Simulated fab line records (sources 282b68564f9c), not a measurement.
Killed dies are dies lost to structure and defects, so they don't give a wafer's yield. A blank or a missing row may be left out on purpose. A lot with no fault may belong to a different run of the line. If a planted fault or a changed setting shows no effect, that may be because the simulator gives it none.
A lot that was struck, set against a sound lot / flow rit-cmos / 18 out of 202 route steps
Sound: the wafers L121.1, L121.2, L121.5. Struck: wafers L130.2, L130.3, L130.5. The cause is named last.
Per side, at each step with rows, come the tool, then ch with its chambers, and then its first start. Under that, the readings that differ: sound wafers / struck wafers / difference of the means / sigmas: that difference in standard deviations of wafers without a fault.
alike: a reading whose means differ by less than 2 such deviations, as well as words and numbers matching on both sides. not compared: withheld readings; readings where some wafer has no value; bounds like >300 that might hide an equal value; numbers whose values overlap and for which the record gives no deviation.
Wherever a step has rows on one side only, a row that says differs or no value, or a row with sigmas, the two part there. Numbers that have no deviation but don't overlap get no sigmas and don't part them. Lack of a reading on every wafer of one side parts them only where that side has two or more wafers.

RIT_SDANNEAL_RS_MEAS_07: measures by four-point-probe.
  struck on film-metro-01, day 4 22:43; sound on film-metro-04, day 3 01:11
  alike: NLDD_RS
then, 1 step without rows for these wafers: RIT_SILICIDE_WET_ETCH_00 (etches SiO2 in BOE, target depth 14 nm, time 15 s).
RIT_SILICIDE_SPUTTER_01: material Ti, target thk 30 nm, time 240 s.
  struck on pvd-sputter-03, day 4 22:50; sound on pvd-sputter-02, day 3 01:19
  alike: throttle-valve-pct
RIT_SILICIDE_RS_MEAS_02: measures by four-point-probe.
  struck on film-metro-04, day 4 23:00; sound on film-metro-01, day 3 01:28
  alike: SILICIDE_TI_RS
RIT_SILICIDE_THK_MEAS_03: measures by xrf.
  struck on film-metro-04, day 4 23:07; sound on film-metro-01, day 3 01:35
  alike: SILICIDE_TI_THK
RIT_SILICIDE_RTA_04: time 10 s, ramp up 5 s, ramp down 5 s.
  sound on rtp-anneal-01 ch 0, day 3 01:39; struck on rtp-anneal-02 ch 0, day 4 23:10
  alike: wafer_temp_C_max
then, 1 step without rows for these wafers: RIT_SILICIDE_WET_ETCH_05 (etches Ti in SPM, time 120 s).
RIT_SILICIDE_RTA_06: time 10 s, ramp up 5 s, ramp down 10 s.
  sound on rtp-anneal-02 ch 0, day 3 01:46; struck on rtp-anneal-01 ch 0, day 4 23:17
  alike: wafer_temp_C_max
RIT_CONTACT_CVD_00: deposits SiO2 from TEOS, target thk 400 nm, time 61 s.
  sound on pecvd-01 ch 0,1,2, day 3 01:50; struck on pecvd-01 ch 0,2, day 4 23:24
  alike: heater-power-w
RIT_CONTACT_THK_MEAS_01:
  struck on film-metro-03, day 4 23:28; sound on film-metro-02, day 3 01:53
  alike: CONTACT_TEOS_THK
then, 2 steps without rows for these wafers: RIT_CONTACT_HMDS_02 (prime time 60 s); RIT_CONTACT_COAT_03 (resist thk 1000 nm).
RIT_CONTACT_SOFTBAKE_04: time 60 s.
  sound on litho-track-04 ch 0, day 3 02:14; struck on litho-track-04 ch 0, day 4 23:50
reading=heater-power-total-W (W); sound=34.54 34.57 34.51; struck=36.43 36.38 36.43; difference=+1.87; sigmas=+37
reading=plate-temp-C (C); sound=89.86 89.98 90.16; struck=93.31 93.37 93.30; difference=+3.33; sigmas=+26
reading=model.NOVOLAK_of_CONTACT_COAT_03.thk-nm (nm); sound=1004 999.8 999.5; struck=987.5 989.5 987; difference=-13.1; sigmas=
then, 2 steps without rows for these wafers: RIT_CONTACT_EXPOSE_05 (exposes mask M11, target cd 1000 nm); RIT_CONTACT_PEB_06.
RIT_CONTACT_DEVELOP_07: develop time 120 s.
  sound: litho-track-03 ch 0; struck: litho-track-03 ch 0
reading=model.NOVOLAK_of_CONTACT_COAT_03.thk-nm (nm); sound=1003 999 998.7; struck=986.7 988.7 986.2; difference=-13.0; sigmas=
RIT_CONTACT_CD_MEAS_08: target cd 1000 nm.
  struck on cd-sem-02, day 5 00:45; sound on cd-sem-01, day 3 02:54
reading=cd-nm (nm); sound=996.2 997.7 1000.8; struck=1002.8 1003.0 1003.2; difference=+4.8; sigmas=+2
RIT_M1_PROBE_99:
  rows exist in the record for the sound wafers here (prober-02, day 3 08:13), none for the struck ones

== WHERE THEY PART ==
At RIT_CONTACT_SOFTBAKE_04 first; at RIT_M1_PROBE_99 last (within this record only).

WHY: whatever the simulator had introduced
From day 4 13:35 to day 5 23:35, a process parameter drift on litho-track-04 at RIT_CONTACT_SOFTBAKE_04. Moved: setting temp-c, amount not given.
